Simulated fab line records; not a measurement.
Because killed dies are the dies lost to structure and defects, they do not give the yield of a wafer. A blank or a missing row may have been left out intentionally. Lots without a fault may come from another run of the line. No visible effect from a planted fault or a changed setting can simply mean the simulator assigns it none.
8D (eight disciplines) problem report, filled in by code | flow berkeleyCmos170 | the parts of the form that need people (team, actions taken, sign-off) are left out

1. THE ISSUE
M1_AL_RS at UCB170_M1_RS_MEAS_01 reads a mean of 0.0446 ohm/sq on 6 wafers of 2 lots; wafers without a fault read 0.0487 ohm/sq with a standard deviation of 0.00046. That puts it -8.9 standard deviations away from the usual mean.
The step: measures by four-point-probe.
Seen first at day 9 20:50 on filmMetro-01, wafer L235.1. At this step, 42 wafers from 14 lots have a number in the record. The rule behind "out" and "out of limits": a value lying over 4 standard deviations away from the usual mean. The other wafers with a number count as sound.

2. WHAT THIS IS AND IS NOT
question                    | is                     | is not
which readings at this step | M1_AL_RS               | -
which lots                  | L235, L237             | L220, L223, L224, L225, L226, L227, L229, L230, L236, L239, L240, L243
which wafers of those lots  | all that have a number | -
read on which gauges        | filmMetro-01           | filmMetro-02, filmMetro-03
when                        | from day 9 20:50       | up to then (24 sound wafers); but 12 sound wafers of L236, L239, L240, L243 came after

3. WHAT RULES OUT EACH SUSPECT
Counting: a tool stays on the suspect list if, at a process step up to the reading, it processed all lots that are out and no sound lot following the first of them.
- the gauge at UCB170_M1_RS_MEAS_01: kept. All the wafers that are out were read on filmMetro-01, and no step on other tools shows them out.
- pvdSputter-01 at UCB170_M1_SPUTTER_00 (material Al, target thk 600 nm, time 80 s): kept. Every lot that is out went through it, starting with L235 (day 9 20:47), and after that it ran no sound lot; the last sound lot it ran before then is L229 (day 8 12:50).
What counting leaves: pvdSputter-01 at UCB170_M1_SPUTTER_00 and filmMetro-01 at UCB170_M1_RS_MEAS_01.

4. THE CAUSE (what the simulator had put in)
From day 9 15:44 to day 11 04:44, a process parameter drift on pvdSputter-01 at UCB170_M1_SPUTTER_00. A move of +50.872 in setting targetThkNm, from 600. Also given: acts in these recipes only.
2 suspects survive the count, and this tool is in that group.

5. THE EFFECT CHAIN, in route order
Each row: a reading whose mean over the struck wafers that have a number lies more than 3 standard deviations from the usual. Only readings whose record carries a usual standard deviation are examined. hours: median over the lots of the time between each lot's start at the first step of this table that gives one and its start at this step. sigmas: the change, counted in usual standard deviations.
hours | step                  | reading   | usual         | on struck wafers | change  | sigmas
0     | UCB170_M1_RS_MEAS_01  | M1_AL_RS  | 0.0487 ohm/sq | 0.0446           | -0.0041 | -8.9
0     | UCB170_M1_THK_MEAS_02 | M1_AL_THK | 615 nm        | 673              | +58     | +8.0

6. HOW IT WOULD HAVE BEEN CAUGHT EARLIER
5 hours passed between the start of the fault at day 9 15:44 and the first reading out of limits at a measuring or inspecting step in this record, taken at day 9 20:50.
Tool readings at UCB170_M1_SPUTTER_00 with a usual standard deviation given in the record: none out on any struck wafer, hence no alarm at a limit of 4 standard deviations on them.
Of the lots that are out (2), L237 began UCB170_M1_SPUTTER_00 on pvdSputter-01 after day 9 20:50. A tool hold placed at that time would have kept it from harm.
